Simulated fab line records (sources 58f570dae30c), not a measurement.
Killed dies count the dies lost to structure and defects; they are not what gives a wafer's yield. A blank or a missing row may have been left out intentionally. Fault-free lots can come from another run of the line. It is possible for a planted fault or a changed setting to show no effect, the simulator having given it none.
Split-lot study :: flow berkeley_cmos170 :: 23 wafers read across 5 lots, on a route 331 steps long

== ABOUT THE SPLIT ==
At UCB170_V2_COAT_07 (resist thk 900 nm), the setting spin_rpm was moved away from the recipe's 1500 rpm on 4 of the 23 wafers read, by -5.9% to +5.3%. This setting was run at the recipe's value on the other wafers.

The split's own step is where the reading is taken.

== THE READING ==
KrF_of_V2_COAT_07.thk_nm (the simulator's own value, which no gauge read), in nm, at UCB170_V2_COAT_07 (resist thk 900 nm). There is no usual value for it anywhere in the file. Average 900.2 nm, standard deviation 2.1 nm, over the 19 wafers here run with the recipe.

wafer: L078.1
tool, chamber at the split: litho_track-03, 0
spin_rpm as run, rpm: 1500
against the recipe: recipe
KrF_of_V2_COAT_07.thk_nm, nm: 902.2
against lot-mates on the recipe: -

wafer: L078.2
tool, chamber at the split: litho_track-03, 0
spin_rpm as run, rpm: 1500
against the recipe: recipe
KrF_of_V2_COAT_07.thk_nm, nm: 904.3
against lot-mates on the recipe: -

wafer: L078.3
tool, chamber at the split: litho_track-03, 0
spin_rpm as run, rpm: 1500
against the recipe: recipe
KrF_of_V2_COAT_07.thk_nm, nm: 904.6
against lot-mates on the recipe: -

wafer: L078.5
tool, chamber at the split: litho_track-03, 0
spin_rpm as run, rpm: 1500
against the recipe: recipe
KrF_of_V2_COAT_07.thk_nm, nm: 900
against lot-mates on the recipe: -

wafer: L078.6
tool, chamber at the split: litho_track-03, 0
spin_rpm as run, rpm: 1500
against the recipe: recipe
KrF_of_V2_COAT_07.thk_nm, nm: 903.6
against lot-mates on the recipe: -

wafer: L076.1
tool, chamber at the split: litho_track-02, 0
spin_rpm as run, rpm: 1500
against the recipe: recipe
KrF_of_V2_COAT_07.thk_nm, nm: 897.7
against lot-mates on the recipe: -

wafer: L076.2
tool, chamber at the split: litho_track-02, 0
spin_rpm as run, rpm: 1500
against the recipe: recipe
KrF_of_V2_COAT_07.thk_nm, nm: 896.6
against lot-mates on the recipe: -

wafer: L076.3
tool, chamber at the split: litho_track-02, 0
spin_rpm as run, rpm: 1500
against the recipe: recipe
KrF_of_V2_COAT_07.thk_nm, nm: 897.6
against lot-mates on the recipe: -

wafer: L076.4
tool, chamber at the split: litho_track-02, 0
spin_rpm as run, rpm: 1579
against the recipe: +5.3%
KrF_of_V2_COAT_07.thk_nm, nm: 871.5
against lot-mates on the recipe: -25.8

wafer: L076.6
tool, chamber at the split: litho_track-02, 0
spin_rpm as run, rpm: 1579
against the recipe: +5.3%
KrF_of_V2_COAT_07.thk_nm, nm: 873
against lot-mates on the recipe: -24.3

wafer: L080.1
tool, chamber at the split: litho_track-03, 0
spin_rpm as run, rpm: 1500
against the recipe: recipe
KrF_of_V2_COAT_07.thk_nm, nm: 900.2
against lot-mates on the recipe: -

wafer: L080.2
tool, chamber at the split: litho_track-03, 0
spin_rpm as run, rpm: 1500
against the recipe: recipe
KrF_of_V2_COAT_07.thk_nm, nm: 899.9
against lot-mates on the recipe: -

wafer: L080.3
tool, chamber at the split: litho_track-03, 0
spin_rpm as run, rpm: 1500
against the recipe: recipe
KrF_of_V2_COAT_07.thk_nm, nm: 899
against lot-mates on the recipe: -

wafer: L080.4
tool, chamber at the split: litho_track-03, 0
spin_rpm as run, rpm: 1412
against the recipe: -5.9%
KrF_of_V2_COAT_07.thk_nm, nm: 925.6
against lot-mates on the recipe: +25.9

wafer: L080.6
tool, chamber at the split: litho_track-03, 0
spin_rpm as run, rpm: 1412
against the recipe: -5.9%
KrF_of_V2_COAT_07.thk_nm, nm: 927.3
against lot-mates on the recipe: +27.6

wafer: L085.1
tool, chamber at the split: litho_track-02, 0
spin_rpm as run, rpm: 1500
against the recipe: recipe
KrF_of_V2_COAT_07.thk_nm, nm: 900.8
against lot-mates on the recipe: -

wafer: L085.2
tool, chamber at the split: litho_track-02, 0
spin_rpm as run, rpm: 1500
against the recipe: recipe
KrF_of_V2_COAT_07.thk_nm, nm: 899
against lot-mates on the recipe: -

wafer: L085.6
tool, chamber at the split: litho_track-02, 0
spin_rpm as run, rpm: 1500
against the recipe: recipe
KrF_of_V2_COAT_07.thk_nm, nm: 899.4
against lot-mates on the recipe: -

wafer: L084.1
tool, chamber at the split: litho_track-03, 0
spin_rpm as run, rpm: 1500
against the recipe: recipe
KrF_of_V2_COAT_07.thk_nm, nm: 900.6
against lot-mates on the recipe: -

wafer: L084.2
tool, chamber at the split: litho_track-03, 0
spin_rpm as run, rpm: 1500
against the recipe: recipe
KrF_of_V2_COAT_07.thk_nm, nm: 898.7
against lot-mates on the recipe: -

wafer: L084.3
tool, chamber at the split: litho_track-03, 0
spin_rpm as run, rpm: 1500
against the recipe: recipe
KrF_of_V2_COAT_07.thk_nm, nm: 900.2
against lot-mates on the recipe: -

wafer: L084.4
tool, chamber at the split: litho_track-03, 0
spin_rpm as run, rpm: 1500
against the recipe: recipe
KrF_of_V2_COAT_07.thk_nm, nm: 900.2
against lot-mates on the recipe: -

wafer: L084.6
tool, chamber at the split: litho_track-03, 0
spin_rpm as run, rpm: 1500
against the recipe: recipe
KrF_of_V2_COAT_07.thk_nm, nm: 899.2
against lot-mates on the recipe: -

FIT RESULTS
A straight line over all 23 wafers: KrF_of_V2_COAT_07.thk_nm changes by -4.85 nm for each +1% of spin_rpm; r = -0.98; the points scatter about the line by 2.2 nm.
The same after taking each lot's own level away (the mean of its wafers on the recipe; 23 wafers): -4.65 nm for each +1%; r = -1.00; scatter 1.1 nm.
That fit puts the effect of the largest move of spin_rpm on the reading at 27 nm.
From 897.30 to 902.94 nm: that is the span of the lots' own levels, equal to 2.7 times the standard deviation above.
So the lot-to-lot level changes the slope little: the two slopes agree.
Check: +27.8 nm against its lot-mates is what the line predicts for one of the wafers moved furthest among these (-5.9%) when that wafer is left out of the fit. It came out at +25.9 nm against them.

== FURTHER SPLITS ON THESE WAFERS ==
Before the reading, these wafers also passed through other splits. Each is held against what the fit with the lots' levels taken away leaves over:
other split on the same wafers: UCB170_M2_ETCH_17 source_w
wafers away from the commonest value: 4
r with KrF_of_V2_COAT_07.thk_nm (lot level and that fit taken away): +0.14

== THE WHOLE CHAIN: every reading that the file lists as answering this split, in the file's order ==
step: UCB170_V2_COAT_07
what it does: resist thk 900 nm
reading: KrF_of_V2_COAT_07.thk_nm (the simulator's own value, which no gauge read)
change (the file's fit): -4.65 nm for each +1% of the setting
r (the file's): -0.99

step: UCB170_V2_STRIP_15
what it does: strips in O2
reading: strip_time_to_endpoint_s
change (the file's fit): withheld for each +1% of the setting
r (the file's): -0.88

== THE FILE'S OWN FIT ==
KrF_of_V2_COAT_07.thk_nm changes by -4.65 nm for each +1% of spin_rpm, r = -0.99.
